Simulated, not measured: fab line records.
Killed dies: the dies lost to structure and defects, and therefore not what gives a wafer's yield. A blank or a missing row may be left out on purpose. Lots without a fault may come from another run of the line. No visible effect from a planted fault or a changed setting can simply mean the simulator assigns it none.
fab line records	flow rit_cmos
[record] lots = 15	wafers = 45	last_day = 7
route steps=202 shown NLDD@160 CONTACT@168 M1@201
lots with no fault: from the same line, run without faults
start_h: hours from the record's first day to the start of the lot's first wafer shown	wait_h: how many hours have passed since the lot's step before this one	" same as the row above	L1.1+2: one row covering several wafers at once	- no value, or no start was given	* or withheld: withheld	< > ~ a bound
route shown NAME@n: names a module that has steps shown in the file, with the first one's number in the route	usual: mean/standard deviation taken from wafers without a fault	same: alike in all rows	chamber/n: place in a boat	sites: readings site by site	_std_site: standard deviation of those values	_edge_site: inner sites' mean taken away from outer sites' mean	radius_mm: for every site, how far away it sits from the centre of the wafer	mask NAME#n: copy n	behind: the most recent tool/chamber to have shaped the wafer	hold: why the lot went on hold/how many hours it stayed there/how the hold came to an end	device: the n, p or np transistor that did not switch	end of line: tests run on the same wafers once the route is complete	where a step has no rows: the recipe by itself	killed: the dies lost at the first sort to structure and to defects; this is not the yield of the wafer	map: the dies of a wafer, with x for killed, . for not killed, _ for no die there
set.NAME: the run value of the setting; set.NAME@STEP: its run value at that earlier step	model.NAME: the simulator's own value behind a step, which no gauge read
one table for each step of the route and one row for each wafer, over a sample of lots
services: the hour from which a tool's chamber was out of use, counted from the record's first day as start_h (under 0 if before that day), plus the number of hours and why
[[steps]]
[step RIT_SDANNEAL_RS_MEAS_07]
[recipe] thk_meas_gauge = four-point-probe
[usual] NLDD_RS = 151.8/0.55
lot.wafer	tool	chamber	start_h	wait_h	NLDD_RS[ohm/sq]
L811.3	film_metro-03	-	53.25	0.1	152.6
L811.5	"	-	"	"	152.3
L811.6	"	-	"	"	152.6
L812.1	film_metro-04	-	60.05	0.1	151.9
L812.2	"	-	"	"	152.0
L812.6	"	-	"	"	152.3
L814.1	film_metro-03	-	66.11	0.1	151.3
L814.4	"	-	"	"	151.5
L814.5	"	-	"	"	151.1
L815.2	film_metro-04	-	74.09	0.1	152.6
L815.4	"	-	"	"	152.4
L815.6	"	-	"	"	151.5
L816.2	film_metro-04	-	80.42	0.1	152.7
L816.3	"	-	"	"	152.4
L816.4	"	-	"	"	152.6
L819.1	film_metro-04	-	96.02	0.1	152.2
L819.2	"	-	"	"	152.1
L819.4	"	-	"	"	152.3
L821.1	film_metro-03	-	104.73	0.1	151.8
L821.3	"	-	"	"	150.9
L821.5	"	-	"	"	150.6
L823.2	film_metro-02	-	116.89	0.1	151.2
L823.3	"	-	"	"	152.1
L823.5	"	-	"	"	152.2
L826.1	film_metro-03	-	131.84	0.1	151.0
L826.5	"	-	"	"	150.9
L826.6	"	-	"	"	150.7
L827.2	film_metro-02	-	137.18	0.1	152.3
L827.4	"	-	"	"	151.7
L827.6	"	-	"	"	151.8
L828.2	film_metro-02	-	141.22	0.1	151.2
L828.4	"	-	"	"	151.3
L828.6	"	-	"	"	151.2
L830.4	film_metro-03	-	145.87	0.1	151.2
L830.5	"	-	"	"	151.7
L830.6	"	-	"	"	151.6
L831.2	film_metro-03	-	156.11	0.1	151.6
L831.4	"	-	"	"	152.1
L831.6	"	-	"	"	152.7
L833.2	film_metro-02	-	165.31	0.1	151.8
L833.4	"	-	"	"	151.2
L833.6	"	-	"	"	152.7
L834.2	film_metro-03	-	169.30	0.1	151.9
L834.4	"	-	"	"	152.0
L834.5	"	-	"	"	152.1
[step RIT_CONTACT_CVD_00]
[recipe] material = SiO2	target_thk_nm = 400	precursor = TEOS	temp_c = 390	time_s = 61	rf_w = 400
[usual] heater_power_w = 316/53	susceptor_temp_C = 390.00/0.2
lot.wafer	tool	chamber	start_h	wait_h	heater_power_w	susceptor_temp_C
L811.3	pecvd-01	1	53.85	0.0	285	390.09
L811.5	"	2	"	"	308	389.80
L811.6	"	0	"	"	346	390.04
L812.1	pecvd-04	0	60.69	0.1	232	390.42
L812.2	"	2	"	"	299	390.19
L812.6	"	0	"	"	242	390.17
L814.1	pecvd-01	2	66.74	0.1	260	390.12
L814.4	"	1	"	"	348	389.92
L814.5	"	2	"	"	266	390.04
L815.2	pecvd-04	0	74.71	0.0	222	389.80
L815.4	"	1	"	"	336	390.08
L815.6	"	0	"	"	231	390.12
L816.2	pecvd-02	1	81.08	0.0	384	390.00
L816.3	"	2	"	"	290	389.80
L816.4	"	1	"	"	390	390.02
L819.1	pecvd-02	1	96.66	0.1	401	390.07
L819.2	"	2	"	"	362	389.98
L819.4	"	0	"	"	261	390.03
L821.1	pecvd-04	0	105.38	0.1	212	389.69
L821.3	"	1	"	"	285	390.20
L821.5	"	0	"	"	217	389.85
L823.2	pecvd-04	2	117.51	0.0	345	389.84
L823.3	"	0	"	"	246	389.92
L823.5	"	1	"	"	311	389.72
L826.1	pecvd-04	2	132.48	0.1	314	389.98
L826.5	"	1	"	"	324	389.81
L826.6	"	2	"	"	335	389.98
L827.2	pecvd-02	0	137.80	0.0	277	390.15
L827.4	"	0	"	"	296	389.69
L827.6	"	1	"	"	340	390.37
L828.2	pecvd-01	0	141.83	0.0	420	390.22
L828.4	"	1	"	"	282	389.84
L828.6	"	2	"	"	291	389.95
L830.4	pecvd-02	1	146.54	0.0	388	390.18
L830.5	"	0	"	"	337	390.07
L830.6	"	2	"	"	273	390.10
L831.2	pecvd-01	1	156.74	0.0	303	390.00
L831.4	"	1	"	"	323	390.32
L831.6	"	0	"	"	315	389.55
L833.2	pecvd-02	1	165.92	0.0	362	390.13
L833.4	"	2	"	"	321	390.03
L833.6	"	0	"	"	324	390.10
L834.2	pecvd-01	2	169.92	0.0	259	390.01
L834.4	"	2	"	"	270	389.77
L834.5	"	1	"	"	337	389.46
[step RIT_CONTACT_ETCH_11]
[recipe] target_depth_a = 4800	over_etch_frac = 0.2	stop_on = TiSi2	chemistry = CHF3/CF4/Ar	target = SiO2	CHF3_flow_sccm = 50	cf4_flow_sccm = 10	Ar_flow_sccm = 100	O2_flow_sccm = 5	pressure_mtorr = 100	rf_w = 207.2	time_s = 320
[usual] drypump_motor_current_A = 5.9/0.42	oes_product_au = 0.994/0.019	throttle_valve_pct = 8.86/0.09
lot.wafer	tool	chamber	start_h	wait_h	drypump_motor_current_A	oes_product_au	rf_hours_counter_h	throttle_valve_pct
L811.3	rie_diel-02	2	55.23	0.1	6.0	0.982	19	8.96
L811.5	"	1	"	"	5.6	1.023	-	8.77
L811.6	"	0	"	"	5.4	1.005	-	8.92
L812.1	rie_diel-04	3	62.07	0.1	5.7	0.998	34	8.92
L812.2	"	2	"	"	6.2	0.994	4	8.81
L812.6	"	3	"	"	5.7	0.990	-	8.92
L814.1	rie_diel-02	2	68.35	0.1	5.9	0.976	19	8.96
L814.4	"	1	"	"	5.6	1.030	-	8.76
L814.5	"	0	"	"	5.4	1.014	-	8.93
L815.2	rie_diel-02	1	76.09	0.1	5.6	1.025	98	8.76
L815.4	"	2	"	"	6.0	0.980	-	8.97
L815.6	"	1	"	"	5.6	1.028	-	8.75
L816.2	rie_diel-02	2	82.59	0.1	6.0	0.982	19	8.95
L816.3	"	0	"	"	5.4	1.006	92	8.92
L816.4	"	0	"	"	5.4	1.003	-	8.92
L819.1	rie_diel-04	3	98.04	0.1	5.7	0.991	35	8.91
L819.2	"	1	"	"	6.4	0.988	151	8.64
L819.4	"	0	"	"	5.6	0.991	51	8.80
L821.1	rie_diel-02	0	106.89	0.1	5.4	1.013	92	8.91
L821.3	"	2	"	"	6.0	0.988	20	8.94
L821.5	"	1	"	"	5.6	1.028	-	8.78
L823.2	rie_diel-03	2	119.19	0.1	5.3	0.993	7	8.82
L823.3	"	0	"	"	6.0	0.954	69	9.00
L823.5	"	3	"	"	6.4	0.969	-	8.87
L826.1	rie_diel-03	0	133.98	0.1	6.0	0.956	69	8.99
L826.5	"	3	"	"	6.4	0.969	-	8.89
L826.6	"	2	"	"	5.3	0.995	-	8.83
L827.2	rie_diel-02	0	139.31	0.1	5.4	1.017	93	8.91
L827.4	"	1	"	"	5.6	1.032	100	8.77
L827.6	"	0	"	"	5.4	1.008	-	8.92
L828.2	rie_diel-02	2	143.23	0.1	5.9	0.983	21	8.95
L828.4	"	0	"	"	5.5	1.008	93	8.92
L828.6	"	2	"	"	6.0	0.985	-	8.95
L830.4	rie_diel-04	0	147.99	0.1	5.6	0.992	-	8.77
L830.5	"	3	"	"	5.7	0.992	-	8.91
L830.6	"	2	"	"	6.2	0.984	-	8.79
L831.2	rie_diel-02	3	158.17	0.1	6.3	1.018	39	8.84
L831.4	"	0	"	"	5.5	1.005	93	8.93
L831.6	"	2	"	"	6.0	0.984	-	8.94
L833.2	rie_diel-04	2	167.43	0.1	6.2	0.990	6	8.80
L833.4	"	1	"	"	6.4	0.998	0	8.64
L833.6	"	0	"	"	5.6	0.998	-	8.79
L834.2	rie_diel-04	1	171.65	0.1	6.4	1.000	0	8.66
L834.4	"	2	"	"	6.2	0.991	6	8.78
L834.5	"	1	"	"	6.4	0.992	-	8.65
[step RIT_M1_BOW_MEAS_16]
[recipe] mode = bow
[usual] M1_BOW = 16/6.8
lot.wafer	tool	chamber	start_h	wait_h	M1_BOW[um]
L811.3	film_metro-02	-	60.03	0.0	23
L811.5	"	-	"	"	13
L811.6	"	-	"	"	6
L812.1	film_metro-03	-	67.12	0.0	20
L812.2	"	-	"	"	23
L812.6	"	-	"	"	26
L814.1	film_metro-03	-	73.27	0.0	10
L814.4	"	-	"	"	32
L814.5	"	-	"	"	22
L815.2	film_metro-03	-	80.94	0.0	11
L815.4	"	-	"	"	16
L815.6	"	-	"	"	7
L816.2	film_metro-02	-	87.46	0.0	5
L816.3	"	-	"	"	18
L816.4	"	-	"	"	17
L819.1	film_metro-04	-	102.79	0.0	26
L819.2	"	-	"	"	20
L819.4	"	-	"	"	15
L821.1	film_metro-02	-	111.76	0.0	5
L821.3	"	-	"	"	19
L821.5	"	-	"	"	19
L823.2	film_metro-03	-	123.94	0.0	30
L823.3	"	-	"	"	23
L823.5	"	-	"	"	25
L826.1	film_metro-02	-	138.89	0.0	12
L826.5	"	-	"	"	24
L826.6	"	-	"	"	14
L827.2	film_metro-04	-	144.25	0.0	21
L827.4	"	-	"	"	10
L827.6	"	-	"	"	17
L828.2	film_metro-04	-	148.07	0.0	22
L828.4	"	-	"	"	19
L828.6	"	-	"	"	22
L830.4	film_metro-03	-	152.69	0.1	7
L830.5	"	-	"	"	19
L830.6	"	-	"	"	7
L831.2	film_metro-03	-	162.98	0.0	13
L831.4	"	-	"	"	28
L831.6	"	-	"	"	5
L833.2	film_metro-04	-	172.23	0.0	18
L833.4	"	-	"	"	20
L833.6	"	-	"	"	22
L834.2	film_metro-03	-	176.58	0.0	19
L834.4	"	-	"	"	13
L834.5	"	-	"	"	15
[step RIT_M1_PROBE_99]
[usual] killed_at_contacts = 0.0/0.22	killed_at_front_end = 7/3.3	killed_dies = 7/3.3	killed_open = 3.3/1.9	killed_short = 3.6/2.1
[same] gross_dies = 264	killed_at_M0_to_M3 = 0	killed_at_M4_up = 0	killed_at_back_side = 0	killed_at_other = 0
lot.wafer	tool	chamber	start_h	wait_h	hold	killed_at_contacts	killed_at_front_end	killed_dies	killed_open	killed_short
L811.3	prober-01	-	60.21	0.2	-	0	9	9	4	5
L811.5	prober-01	-	60.31	0.2	-	0	14	14	5	9
L811.6	prober-01	-	60.36	0.2	-	0	11	11	5	6
L812.1	prober-02	-	67.24	0.1	-	0	8	8	4	4
L812.2	prober-02	-	67.29	0.1	-	0	8	8	3	3
L812.6	prober-02	-	67.49	0.2	-	0	3	3	2	1
L814.1	prober-02	-	73.39	0.1	-	0	6	6	2	4
L814.4	prober-02	-	73.54	0.2	-	0	4	4	3	1
L814.5	prober-02	-	73.59	0.2	-	0	13	13	5	8
L815.2	prober-01	-	81.09	0.1	-	0	7	7	2	5
L815.4	prober-01	-	81.19	0.2	-	0	1	1	0	1
L815.6	prober-01	-	81.29	0.2	-	1	8	9	3	6
L816.2	prober-02	-	87.61	0.1	-	0	7	7	3	4
L816.3	prober-02	-	87.66	0.2	-	0	6	6	3	3
L816.4	prober-02	-	87.71	0.2	-	0	6	6	3	3
L819.1	prober-01	-	102.91	0.1	-	0	6	6	3	3
L819.2	prober-01	-	102.96	0.1	-	0	3	3	3	0
L819.4	prober-01	-	103.06	0.2	-	0	5	5	4	1
L821.1	prober-01	-	111.88	0.1	await_dispo/4.7h/release	10	1	11	1	0
L821.3	prober-01	-	111.98	0.2	await_dispo/4.7h/release	32	3	35	2	1
L821.5	prober-01	-	112.08	0.2	await_dispo/4.7h/release	9	4	13	2	2
L823.2	prober-01	-	124.09	0.1	await_dispo/1.6h/release	40	10	50	5	5
L823.3	prober-01	-	124.14	0.2	await_dispo/1.6h/release	8	4	12	2	2
L823.5	prober-01	-	124.24	0.2	await_dispo/1.6h/release	28	4	32	2	2
L826.1	prober-02	-	139.01	0.1	await_dispo/8.0h/release	28	5	33	1	4
L826.5	prober-02	-	139.21	0.2	await_dispo/8.0h/release	28	5	33	0	5
L826.6	prober-02	-	139.26	0.2	await_dispo/8.0h/release	33	8	41	2	6
L827.2	prober-01	-	144.40	0.1	-	0	9	9	4	5
L827.4	prober-01	-	144.50	0.2	-	0	6	6	5	1
L827.6	prober-01	-	144.60	0.2	-	0	6	6	3	3
L828.2	prober-02	-	148.22	0.1	-	0	6	6	1	5
L828.4	prober-02	-	148.32	0.2	-	0	0	0	0	0
L828.6	prober-02	-	148.42	0.2	-	0	1	1	1	0
L830.4	prober-02	-	152.90	0.2	-	1	5	6	4	2
L830.5	prober-02	-	152.95	0.2	-	0	8	8	4	4
L830.6	prober-02	-	153.00	0.2	-	0	3	3	2	1
L831.2	prober-01	-	163.13	0.1	-	0	13	13	5	8
L831.4	prober-01	-	163.23	0.2	-	0	8	8	3	5
L831.6	prober-01	-	163.33	0.2	-	0	9	9	3	6
L833.2	prober-01	-	172.38	0.1	-	1	10	11	3	8
L833.4	prober-01	-	172.48	0.2	-	0	12	12	8	4
L833.6	prober-01	-	172.58	0.2	-	0	2	2	2	0
L834.2	prober-02	-	176.73	0.1	-	0	6	6	4	2
L834.4	prober-02	-	176.83	0.2	-	0	6	6	3	3
L834.5	prober-02	-	176.88	0.2	-	0	7	7	2	5
// killed by level:class
L811.3 GATE:geometric_particle:short=3 GATE:geometric_particle:open=2 FOX2:geometric_particle:open=1 SPACER:geometric_particle:short=1 SILICIDE:geometric_particle:open=1 SILICIDE:geometric_particle:short=1
L811.5 GATE:geometric_particle:short=6 GATE:geometric_particle:open=4 REOX:geometric_particle:short=3 FOX1:geometric_particle:open=1
L811.6 GATE:geometric_particle:open=4 SILICIDE:geometric_particle:short=3 GATE:geometric_particle:short=2 FOX1:geometric_particle:short=1 REOX:geometric_particle:open=1
L812.1 GATE:geometric_particle:short=3 GATE:geometric_particle:open=2 FOX1:geometric_particle:open=1 REOX:geometric_particle:short=1 SILICIDE:geometric_particle:open=1
L812.2 FOX1:geometric_particle:short=2 GATE:geometric_particle:open=2 PSD:coat_microbubble_printed=2 FOX1:geometric_particle:open=1 GATE:geometric_particle:short=1
L812.6 GATE:geometric_particle:short=1 GATE:geometric_particle:open=1 SILICIDE:geometric_particle:open=1
L814.1 SPACER:geometric_particle:short=2 FOX2:geometric_particle:short=1 GATE:geometric_particle:open=1 GATE:geometric_particle:short=1 SILICIDE:geometric_particle:open=1
L814.4 GATE:geometric_particle:open=1 GATE:geometric_particle:short=1 SPACER:geometric_particle:open=1 SILICIDE:geometric_particle:open=1
L814.5 GATE:geometric_particle:short=3 SILICIDE:geometric_particle:short=3 GATE:geometric_particle:open=2 FOX1:geometric_particle:open=1 FOX1:geometric_particle:short=1 SPACER:geometric_particle:short=1 SPACER:geometric_particle:open=1 SILICIDE:geometric_particle:open=1
L815.2 GATE:geometric_particle:short=2 SPACER:geometric_particle:short=2 SPACER:geometric_particle:open=2 FOX1:geometric_particle:short=1
L815.4 GATE:geometric_particle:short=1
L815.6 GATE:geometric_particle:short=2 FOX1:geometric_particle:short=1 FOX1:geometric_particle:open=1 FOX2:geometric_particle:open=1 REOX:geometric_particle:open=1 SPACER:geometric_particle:short=1 SILICIDE:geometric_particle:short=1 CONTACT:geometric_particle:short=1
L816.2 FOX1:geometric_particle:short=1 FOX1:geometric_particle:open=1 GATE:geometric_particle:open=1 REOX:geometric_particle:short=1 SPACER:geometric_particle:open=1 SPACER:geometric_particle:short=1 SILICIDE:geometric_particle:short=1
L816.3 GATE:geometric_particle:short=2 GATE:geometric_particle:open=1 REOX:geometric_particle:open=1 SPACER:geometric_particle:open=1 SPACER:geometric_particle:short=1
L816.4 REOX:geometric_particle:open=3 GATE:geometric_particle:short=1 REOX:geometric_particle:short=1 SPACER:geometric_particle:short=1
L819.1 FOX1:geometric_particle:short=2 FOX1:geometric_particle:open=2 GATE:geometric_particle:short=1 REOX:geometric_particle:open=1
L819.2 GATE:geometric_particle:open=2 SILICIDE:geometric_particle:open=1
L819.4 GATE:geometric_particle:open=2 SILICIDE:geometric_particle:open=2 FOX1:geometric_particle:short=1
L821.1 CONTACT:unspecified=10 REOX:geometric_particle:open=1
L821.3 CONTACT:unspecified=32 SILICIDE:geometric_particle:open=2 SILICIDE:geometric_particle:short=1
L821.5 CONTACT:unspecified=9 FOX2:geometric_particle:open=1 GATE:geometric_particle:short=1 REOX:geometric_particle:open=1 SILICIDE:geometric_particle:short=1
L823.2 CONTACT:unspecified=40 GATE:geometric_particle:short=3 GATE:geometric_particle:open=3 SPACER:geometric_particle:short=2 REOX:geometric_particle:open=1 SPACER:geometric_particle:open=1
L823.3 CONTACT:unspecified=8 FOX1:geometric_particle:open=1 GATE:geometric_particle:short=1 SILICIDE:geometric_particle:short=1 SILICIDE:geometric_particle:open=1
L823.5 CONTACT:unspecified=28 FOX1:geometric_particle:open=2 FOX1:geometric_particle:short=1 SILICIDE:geometric_particle:short=1
L826.1 CONTACT:unspecified=28 SILICIDE:geometric_particle:short=2 FOX1:geometric_particle:short=1 FOX1:geometric_particle:open=1 GATE:geometric_particle:short=1
L826.5 CONTACT:unspecified=28 GATE:geometric_particle:short=2 FOX1:geometric_particle:short=1 FOX2:geometric_particle:short=1 SILICIDE:geometric_particle:short=1
L826.6 CONTACT:unspecified=33 FOX1:geometric_particle:short=4 GATE:geometric_particle:short=2 SPACER:geometric_particle:open=2
L827.2 GATE:geometric_particle:short=3 FOX1:geometric_particle:open=2 GATE:geometric_particle:open=2 REOX:geometric_particle:short=2
L827.4 GATE:geometric_particle:open=2 SPACER:geometric_particle:open=2 GATE:geometric_particle:short=1 SILICIDE:geometric_particle:open=1
L827.6 SPACER:geometric_particle:open=2 FOX1:geometric_particle:short=1 FOX2:geometric_particle:open=1 GATE:geometric_particle:short=1 SILICIDE:geometric_particle:short=1
L828.2 FOX1:geometric_particle:short=3 GATE:geometric_particle:short=1 REOX:geometric_particle:open=1 SPACER:geometric_particle:short=1
L828.4
L828.6 GATE:geometric_particle:open=1
L830.4 GATE:geometric_particle:open=2 REOX:geometric_particle:open=2 REOX:geometric_particle:short=1 CONTACT:geometric_particle:short=1
L830.5 REOX:geometric_particle:short=3 REOX:geometric_particle:open=2 FOX2:geometric_particle:open=1 GATE:geometric_particle:open=1 GATE:geometric_particle:short=1
L830.6 GATE:geometric_particle:short=1 GATE:geometric_particle:open=1 REOX:geometric_particle:open=1
L831.2 FOX1:geometric_particle:open=3 FOX1:geometric_particle:short=3 GATE:geometric_particle:short=2 FOX2:geometric_particle:short=1 REOX:geometric_particle:open=1 SPACER:geometric_particle:short=1 SILICIDE:geometric_particle:open=1 SILICIDE:geometric_particle:short=1
L831.4 FOX1:geometric_particle:short=2 GATE:geometric_particle:short=2 REOX:geometric_particle:open=2 FOX1:geometric_particle:open=1 REOX:geometric_particle:short=1
L831.6 GATE:geometric_particle:short=4 FOX1:geometric_particle:open=2 FOX1:geometric_particle:short=1 GATE:geometric_particle:open=1 REOX:geometric_particle:short=1
L833.2 GATE:geometric_particle:short=4 REOX:geometric_particle:short=2 SPACER:geometric_particle:short=2 FOX2:geometric_particle:open=1 SILICIDE:geometric_particle:open=1 CONTACT:geometric_particle:open=1
L833.4 GATE:geometric_particle:open=6 SILICIDE:geometric_particle:open=2 SILICIDE:geometric_particle:short=2 FOX1:geometric_particle:short=1 GATE:geometric_particle:short=1
L833.6 GATE:geometric_particle:open=1 SILICIDE:geometric_particle:open=1
L834.2 FOX1:geometric_particle:open=1 GATE:geometric_particle:short=1 GATE:geometric_particle:open=1 SPACER:geometric_particle:short=1 SPACER:geometric_particle:open=1 SILICIDE:geometric_particle:open=1
L834.4 GATE:geometric_particle:short=3 REOX:geometric_particle:open=2 FOX1:geometric_particle:open=1
L834.5 SPACER:geometric_particle:short=2 FOX2:geometric_particle:short=1 FOX2:geometric_particle:open=1 GATE:geometric_particle:short=1 REOX:geometric_particle:short=1 SPACER:geometric_particle:open=1
[[services]]
tool	chamber	start_h	hours	kind
rie_diel-04	2	54.72	5.8	repair
rie_diel-02	3	67.37	15.7	repair
rie_diel-03	1	68.17	6.2	repair
rie_diel-03	0	68.49	5.7	repair
pecvd-01	0	73.49	4.4	repair
rie_diel-03	-	85.58	0.6	repair
rie_diel-03	2	96.21	16.5	repair
pecvd-02	-	103.98	14.6	pm
rie_diel-03	1	112.70	-	clean
rie_diel-03	1	112.70	15.8	scheduled_down
rie_diel-03	1	112.70	15.8	vent_cycle
rie_diel-03	3	121.65	1.3	repair
rie_diel-04	-	126.30	2.6	repair
rie_diel-03	3	139.45	32.5	repair
pecvd-01	-	142.63	0.5	repair
rie_diel-04	1	146.57	-	clean
rie_diel-04	1	146.57	12.2	scheduled_down
rie_diel-04	1	146.57	12.2	vent_cycle
rie_diel-03	-	148.19	2.8	pm
rie_diel-04	-	149.86	0.8	repair
pecvd-01	2	154.23	5.1	repair
[[key]]
[first_sign] step = RIT_M1_PROBE_99	reading = killed_at_contacts	direction = up	sigmas = 24	usual = 0.0	struck = 24
[effect] step = RIT_M1_PROBE_99	reading = killed_dies	direction = up	sigmas = 6.7	usual = 7	struck = 29
met_at RIT_CONTACT_CVD_00
struck_lots L821,L823,L826
tester_left_out L821,L823,L826
not_acting_at RIT_SDANNEAL_RS_MEAS_07,RIT_CONTACT_ETCH_11,RIT_M1_BOW_MEAS_16
onset_between 74.71 105.38
[fault] kind = chamber_particle_source	tool = pecvd-04	chamber = -	onset_h = 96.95	steps = RIT_CONTACT_CVD_00	rate_per_visit_cm2 = 0.92424	end_h = 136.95
// tester_left_out: of these lots the tester's yield and bins aren't shown, on N5 and GAA mostly nor the transistor test; their killed dies are dies lost to structure and defects alone, not to doping, threshold or leakage, so they don't give the yield
